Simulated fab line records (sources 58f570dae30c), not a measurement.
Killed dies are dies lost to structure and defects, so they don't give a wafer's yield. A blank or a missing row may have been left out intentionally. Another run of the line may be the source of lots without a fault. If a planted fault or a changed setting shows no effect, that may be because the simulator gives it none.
One fault seen from 2 desks -- flow berkeleyCmos170 -- only its own numbers are on each desk; what lay behind them is given at the end

== DESK OF THE TOOL OWNER: cmp-01 ==
The tool's own readings at UCB170_V2_CMP_02 (polishes SiO2): means of the sampled wafers that have a number, for each lot that ran on this tool. Marked OUT: a lot whose mean sits more than 4 standard deviations from the usual mean, which makes it out of limits; the brackets give that distance.
Columns: A = motorCurrentA at UCB170_V2_CMP_02, usual 16.2 A
lot,first seen here,A
L605,day 7 12:47,16.2
L607,day 8 06:39,16.0
L609,day 8 17:32,16.2
L612,day 9 03:25,15.9
L614,day 9 15:44,15.5
L616,day 10 08:20,16.0
L622,day 11 03:20,15.7
L623,day 11 17:17,16.5
L625,day 11 21:44,16.6
This desk's finding: nothing out of limits on any of the 9 lots.

== THE METROLOGY DESK ==
Means of the sampled wafers that have a number, per lot and without regard to the tool the lot ran on: this is what the gauges read. Marked OUT: a lot whose mean sits more than 4 standard deviations from the usual mean, which makes it out of limits; the brackets give that distance.
Columns: A = V1_OVL at UCB170_V1_OVL_MEAS_13, usual -2 nm; B = cdNm at UCB170_M2_CD_MEAS_15, usual 699.9 nm; C = V2_POLISHED_THK at UCB170_V2_THK_MEAS_04, usual 1001.0 nm
lot,first seen here,A,B,C
L606,day 7 06:09,1,699.4,999.0
L605,day 7 06:26,-8,699.0,1001.2
L608,day 8 03:16,-6,700.7,1001.1
L607,day 8 03:23,4,699.9,1000.8
L609,day 8 12:59,7,697.3,1001.2
L611,day 8 22:01,-5,698.9,1001.0
L612,day 8 22:14,-3,699.8,999.9
L613,day 9 11:58,-5,698.4,1001.1
L614,day 9 12:03,-3,702.0,1001.2
L616,day 10 04:16,-4,699.0,1001.5
L615,day 10 04:28,-2,699.5,1000.8
L622,day 10 23:47,-8,698.1,1251.1 (+99 or more) OUT
L623,day 11 13:37,-4,701.5,1251.3 (+99 or more) OUT
L625,day 11 17:13,12,700.2,1250.9 (+99 or more) OUT
L626,day 12 00:49,-2,699.7,1000.1
This desk's finding: out of limits on L622, L623, L625; first on L622, day 11 03:43 (V2_POLISHED_THK at UCB170_V2_THK_MEAS_04). L606, L605, L608, L607, L609, L611, L612, L613, L614, L616, L615, L626 stayed within limits.

== PUT TOGETHER ==
On L622, L623, L625, the metrology desk was in a position to raise an alarm at day 11 03:43.
Nothing out of limits was seen by the tool owner's desk.
The tool owner's desk has L622, L623, L625 on record, within its limits.
On cmp-01, each named lot ran UCB170_V2_CMP_02.

== WHAT WAS PUT IN BY THE SIMULATOR ==
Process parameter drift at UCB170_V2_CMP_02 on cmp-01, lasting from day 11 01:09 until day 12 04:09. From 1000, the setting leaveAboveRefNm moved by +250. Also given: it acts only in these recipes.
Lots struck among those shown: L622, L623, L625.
Delay in hours, fault start to first out-of-limits reading, per desk: metrology desk 3.
